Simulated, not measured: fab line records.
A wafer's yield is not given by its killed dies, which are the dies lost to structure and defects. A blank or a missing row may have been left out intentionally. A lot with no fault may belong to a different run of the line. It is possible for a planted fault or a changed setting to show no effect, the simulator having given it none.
What tool caused it? / flow berkeley cmos170 / 39 wafers from 13 lots sampled at 2 of the route's 331 steps

## WHAT EACH GAUGE READ, for each wafer
UCB170_V2_THK_MEAS_01.
lot=L499; measured=day 8 12:12; on=film metro-02; V2_TEOS_THK (nm)=2012 2026 2029
lot=L498; measured=day 8 15:28; on=film metro-03; V2_TEOS_THK (nm)=2024 2007 2055
lot=L502; measured=day 8 21:03; on=film metro-02; V2_TEOS_THK (nm)=2025 1986 2013
lot=L501; measured=day 8 23:16; on=film metro-01; V2_TEOS_THK (nm)=1980 2008 1980
lot=L500; measured=day 8 23:31; on=film metro-03; V2_TEOS_THK (nm)=1966 2017 2033
lot=L507; measured=day 10 09:19; on=film metro-02; V2_TEOS_THK (nm)=1969 2004 2013
lot=L504; measured=day 10 09:46; on=film metro-01; V2_TEOS_THK (nm)=1991 2036 1999
lot=L509; measured=day 11 00:06; on=film metro-03; V2_TEOS_THK (nm)=2005 1985 2006
lot=L512; measured=day 11 08:55; on=film metro-01; V2_TEOS_THK (nm)=1990 1969 2030
lot=L511; measured=day 11 14:10; on=film metro-02; V2_TEOS_THK (nm)=2250 1957 2012
lot=L510; measured=day 11 14:15; on=film metro-03; V2_TEOS_THK (nm)=2000 1994 2030
lot=L517; measured=day 12 18:20; on=film metro-03; V2_TEOS_THK (nm)=1993 2033 2028
lot=L521; measured=day 13 12:13; on=film metro-03; V2_TEOS_THK (nm)=1975 2016 2043

## EACH LOT AND THE TOOL THAT RAN IT (in order: tool; ch and the chambers of the sampled wafers; start)
lot=L499; UCB170_V2_CVD_00=pecvd-01 ch 0,1,2, day 8 12:02
lot=L498; UCB170_V2_CVD_00=pecvd-01 ch 0,1, day 8 15:19
lot=L502; UCB170_V2_CVD_00=pecvd-01 ch 1,2, day 8 20:50
lot=L501; UCB170_V2_CVD_00=pecvd-03 ch 0,2, day 8 23:06
lot=L500; UCB170_V2_CVD_00=pecvd-01 ch 0,2, day 8 23:20
lot=L507; UCB170_V2_CVD_00=pecvd-01 ch 1,2, day 10 09:09
lot=L504; UCB170_V2_CVD_00=pecvd-04 ch 0,1,2, day 10 09:35
lot=L509; UCB170_V2_CVD_00=pecvd-01 ch 0,1, day 10 23:57
lot=L512; UCB170_V2_CVD_00=pecvd-04 ch 0,1,2, day 11 08:46
lot=L511; UCB170_V2_CVD_00=pecvd-04 ch 0,2, day 11 14:01
lot=L510; UCB170_V2_CVD_00=pecvd-03 ch 0,1, day 11 14:05
lot=L517; UCB170_V2_CVD_00=pecvd-03 ch 0,1,2, day 12 18:10
lot=L521; UCB170_V2_CVD_00=pecvd-01 ch 0,1,2, day 13 12:02
- UCB170_V2_CVD_00: deposits SiO2 from TEOS/O2, target thk 2000 nm, time 250 s.

## AS READ BY THE TOOLS THEMSELVES (means over the sampled wafers that have a number; for cases with no such wafer, the mark the record gives instead)
UCB170_V2_CVD_00.
lot=L499; tool=pecvd-01; heater power w (W)=257; susceptor temp C (C)=390.16
lot=L498; tool=pecvd-01; heater power w (W)=272; susceptor temp C (C)=390.10
lot=L502; tool=pecvd-01; heater power w (W)=225; susceptor temp C (C)=389.99
lot=L501; tool=pecvd-03; heater power w (W)=218; susceptor temp C (C)=390.09
lot=L500; tool=pecvd-01; heater power w (W)=273; susceptor temp C (C)=390.17
lot=L507; tool=pecvd-01; heater power w (W)=218; susceptor temp C (C)=390.09
lot=L504; tool=pecvd-04; heater power w (W)=233; susceptor temp C (C)=390.28
lot=L509; tool=pecvd-01; heater power w (W)=269; susceptor temp C (C)=389.82
lot=L512; tool=pecvd-04; heater power w (W)=225; susceptor temp C (C)=390.01
lot=L511; tool=pecvd-04; heater power w (W)=285; susceptor temp C (C)=389.75
lot=L510; tool=pecvd-03; heater power w (W)=239; susceptor temp C (C)=390.09
lot=L517; tool=pecvd-03; heater power w (W)=201; susceptor temp C (C)=390.00
lot=L521; tool=pecvd-01; heater power w (W)=283; susceptor temp C (C)=389.92

## THE ANSWER, worked out from the rows above alone
Rule: the lots themselves supply what counts as usual. Put in order of their means at a reading, lots are off if they are a third of the lots or fewer, leave a main group of 4 or more, and stand apart from it by a gap of 3 or more times the standard deviation of the main group's means; of several such gaps the widest counts. A main group whose means are all the same, to the digits that the tables above print for the reading, isn't used. Also off: a lot with no number at a reading for which 4 or more lots have one. All remaining lots with rows at the step are treated as sound. The gauges are gone through in route order, then the tools' own readings, and for those a lot's mean is taken as printed above. The first step at which some lot is off is used, and at that step the reading that is off furthest; a lot without a number counts as furthest.
Off: L511, at UCB170_V2_THK_MEAS_01 (V2_TEOS_THK). For the main group the mean is 2008 nm and the standard deviation 11.
A tool fits if, at a process step before that reading, it ran every lot that is off, and no sound lot after the first of them. Those tools and the gauges at UCB170_V2_THK_MEAS_01 are tried in the same way. Can't be told from this: 2 tools fit, pecvd-04 at UCB170_V2_CVD_00, film metro-02 at UCB170_V2_THK_MEAS_01.

## WHAT THE SIMULATOR HAD PUT IN
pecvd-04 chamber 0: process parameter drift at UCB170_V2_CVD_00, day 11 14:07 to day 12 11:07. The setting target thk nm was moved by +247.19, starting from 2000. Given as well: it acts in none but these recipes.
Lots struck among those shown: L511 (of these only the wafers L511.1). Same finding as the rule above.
